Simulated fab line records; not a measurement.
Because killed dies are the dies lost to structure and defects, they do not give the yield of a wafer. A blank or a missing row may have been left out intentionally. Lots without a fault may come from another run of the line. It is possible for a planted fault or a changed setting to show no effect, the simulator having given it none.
2 desks looking at one fault + flow berkeley_cmos170 + each desk has only its own numbers; what lay behind them comes last

## FOR THE TOOL OWNER'S DESK: pecvd-02
The tool's own readings at UCB170_V2_CVD_00 (deposits SiO2 from TEOS/O2, target thk 2000 nm, time 250 s): means of the sampled wafers that have a number, for each lot that ran on this tool. Any lot whose mean is over 4 standard deviations away from the usual mean is out of limits and marked OUT; that distance is given in the brackets.
Columns: A = heater_power_w at UCB170_V2_CVD_00, usual 249 W
| lot  | first seen here | A   |
|------|-----------------|-----|
| L989 | day 9 17:49     | 197 |
| L993 | day 10 09:42    | 220 |
Finding of this desk: none of the 2 lots has anything out of limits.

## AT THE METROLOGY DESK
Means of the sampled wafers that have a number, per lot and without regard to the tool the lot ran on: this is what the gauges read. Any lot whose mean is over 4 standard deviations away from the usual mean is out of limits and marked OUT; that distance is given in the brackets.
Columns: A = cd_nm at UCB170_M2_CD_MEAS_15, usual 700.1 nm; B = M2_OVL at UCB170_M2_OVL_MEAS_16, usual -5 nm; C = cd_nm at UCB170_M2_CD_MEAS_90, usual 699 nm; D = V2_TEOS_THK at UCB170_V2_THK_MEAS_01, usual 2000 nm
| lot  | first seen here | A     | B   | C   | D    |
|------|-----------------|-------|-----|-----|------|
| L981 | day 7 19:44     | 701.0 | -10 | 705 | 2023 |
| L989 | day 9 17:13     | 699.3 | -9  | 697 | 2008 |
| L993 | day 10 09:06    | 699.4 | -12 | 702 | 2025 |
| L100 | day 12 01:46    | 700.1 | -6  | 698 | 2031 |
| L102 | day 12 14:11    | 702.0 | -3  | 701 | 2022 |
Finding of this desk: none of the 5 lots has anything out of limits.

## BROUGHT TOGETHER
Nothing out of limits was seen by the tool owner's desk.
Metrology desk: nothing out of limits seen.

## WHAT HAD BEEN PUT IN BY THE SIMULATOR
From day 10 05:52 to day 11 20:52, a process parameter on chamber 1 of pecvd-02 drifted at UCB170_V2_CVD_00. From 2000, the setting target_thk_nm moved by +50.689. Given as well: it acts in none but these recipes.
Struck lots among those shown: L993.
